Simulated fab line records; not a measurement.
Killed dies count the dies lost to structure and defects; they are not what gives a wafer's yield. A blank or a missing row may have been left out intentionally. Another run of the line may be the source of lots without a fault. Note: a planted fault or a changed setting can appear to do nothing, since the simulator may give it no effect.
Which tool was responsible? -- flow rit cmos -- Sampling: 14 lots, 42 wafers, 2 of 202 route steps

## WHAT THE GAUGES SHOWED, per wafer
No reading from a measuring or inspecting step in the record can be judged against a usual standard deviation.

## TOOL THAT RAN EACH LOT (tool first, then ch and the chambers of the sampled wafers, then the start)
lot,RIT_M1_METAL_ETCH_12,RIT_M1_PROBE_99
L574,"rie metal-03 ch 0,1, day 3 06:19","prober-01, day 3 08:37"
L575,"rie metal-02 ch 1, day 3 11:13","prober-02, day 3 13:31"
L576,"rie metal-04 ch 0,1, day 3 18:02","prober-01, day 3 20:26"
L577,"rie metal-03 ch 1, day 3 23:17","prober-02, day 4 01:36"
L578,"rie metal-02 ch 0,1, day 4 06:22","prober-01, day 4 08:38"
L579,"rie metal-04 ch 0,1, day 4 08:59","prober-02, day 4 11:17"
L580,"rie metal-03 ch 0,1, day 4 11:40","prober-01, day 4 13:59"
L581,"rie metal-02 ch 0,1, day 4 19:15","prober-02, day 4 21:30"
L583,"rie metal-03 ch 0,1, day 5 05:53","prober-02, day 5 08:13"
L584,"rie metal-02 ch 0,1, day 5 08:59","prober-01, day 5 11:19"
L589,"rie metal-03 ch 0,1, day 6 13:20","prober-02, day 6 15:38"
L591,"rie metal-03 ch 0,1, day 7 00:35","prober-02, day 7 03:04"
L595,"rie metal-04 ch 0,1, day 8 00:44","prober-02, day 8 03:02"
L596,"rie metal-02 ch 0, day 8 08:53","prober-01, day 8 11:11"
- RIT_M1_METAL_ETCH_12: etches Al in Cl2/BCl3, stops on SiO2, time 165 s, target depth 600 nm.
- RIT_M1_PROBE_99

## WHAT THE TOOLS THEMSELVES READ (means of the sampled wafers that have a number; where no wafer has one, the mark that the record gives instead)
RIT_M1_METAL_ETCH_12.
lot,tool,drypump motor current A (A),oes product au (a.u.),rf fwd power W (W),throttle valve pct (%)
L574,rie metal-03,5.2,0.793,248.8,8.35
L575,rie metal-02,4.9,0.803,249.1,8.50
L576,rie metal-04,6.0,0.777,248.5,8.28
L577,rie metal-03,5.2,0.802,249.1,8.38
L578,rie metal-02,6.0,0.794,249.5,8.38
L579,rie metal-04,6.0,0.778,249.4,8.28
L580,rie metal-03,5.2,0.784,249.1,8.37
L581,rie metal-02,6.0,0.790,249.1,8.37
L583,rie metal-03,5.1,0.785,249.0,8.35
L584,rie metal-02,6.0,0.785,248.9,8.38
L589,rie metal-03,5.2,0.793,238.9,8.34
L591,rie metal-03,5.2,0.798,229.9,8.37
L595,rie metal-04,5.9,0.782,248.4,8.28
L596,rie metal-02,6.5,0.772,248.7,8.33

RIT_M1_PROBE_99.
lot,tool,defect limited yield (%),killed_at_M0_to_M3,killed at contacts,killed at front end,killed dies,killed open,killed short,sort_bin_3_pad_short (%),sort_bin_5_function (%),sort_bin_6_memory (%),sort n pass,sort yield pct (%)
L574,prober-01,97.5,0.0,0.3,6.3,6.7,4,2.7,0.1,1.6,0.8,257.3,97.5
L575,prober-02,96.3,0.0,0.3,9.3,9.7,4,6.0,0.3,1.9,1.5,254.3,96.3
L576,prober-01,97.3,0.0,0.0,7.0,7.0,2,4.7,0.1,1.4,1.1,257.0,97.3
L577,prober-02,97.9,0.0,0.0,5.7,5.7,2,3.3,0.1,1.0,1.0,258.3,97.9
L578,prober-01,98.0,0.0,0.3,5.0,5.3,2,3.7,0.4,0.9,0.8,258.7,98.0
L579,prober-02,97.8,0.0,0.0,5.7,5.7,2,3.3,0.3,1.3,0.6,258.3,97.8
L580,prober-01,97.0,0.0,0.0,8.0,8.0,4,3.7,0.0,1.7,1.4,256.0,97.0
L581,prober-02,97.8,0.0,0.0,5.7,5.7,3,3.0,0.0,1.3,0.9,258.3,97.8
L583,prober-02,98.8,0.0,0.0,3.3,3.3,2,1.7,0.1,0.9,0.3,260.7,98.8
L584,prober-01,96.3,0.0,0.0,9.7,9.7,4,5.3,0.1,2.7,0.9,254.3,96.3
L589,prober-02,97.9,0.0,0.0,5.7,5.7,2,3.7,0.3,1.0,0.9,258.3,97.9
L591,prober-02,96.7,0.0,0.0,8.7,8.7,3,5.3,0.1,2.0,1.1,255.3,96.7
L595,prober-02,98.4,0.0,0.0,4.3,4.3,2,2.0,0.0,1.3,0.4,259.7,98.4
L596,prober-01,97.2,0.3,0.0,7.0,7.3,3,4.3,0.1,1.4,1.3,256.7,97.2

## THE ANSWER, worked out from the rows above alone
Rule: usual is defined by the lots themselves. Put in order of their means at a reading, lots are off if they are a third of the lots or fewer, leave a main group of 4 or more, and stand apart from it by a gap of 3 or more times the standard deviation of the main group's means; of several such gaps the widest counts. Not used: any main group whose means are identical at the precision the tables above print for the reading. Also off: a lot with no number at a reading for which 4 or more lots have one. The other lots that the step has rows for count as sound. Order of review: gauges by route order, followed by the tools' own readings, for which a lot's mean as printed above is used. The first step at which some lot is off is used, and at that step the reading that is off furthest; a lot without a number counts as furthest.
Off at RIT_M1_METAL_ETCH_12 (rf fwd power W): L589, L591. The main group: mean 249.0 W, standard deviation 0.31.
If a tool, at that step or one of the process steps before it, ran each lot that is off and ran no sound lot following the first of them, it fits. One fits: rie metal-03 at RIT_M1_METAL_ETCH_12. Its last sound lot is L583 (day 5 05:53), its first lot that is off L589 (day 6 13:20): a fault that began between those two fits.
The tool's own readings at RIT_M1_METAL_ETCH_12 bear it out: on the lots that are off they differ by more than 5 times the standard deviation of the sound lots' means. rf fwd power W reads 234.4 W there against 249.0 W on the sound lots.

## WHAT THE SIMULATOR HAD INSERTED
rie metal-03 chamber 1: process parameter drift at RIT_M1_METAL_ETCH_12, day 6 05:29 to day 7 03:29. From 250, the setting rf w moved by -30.
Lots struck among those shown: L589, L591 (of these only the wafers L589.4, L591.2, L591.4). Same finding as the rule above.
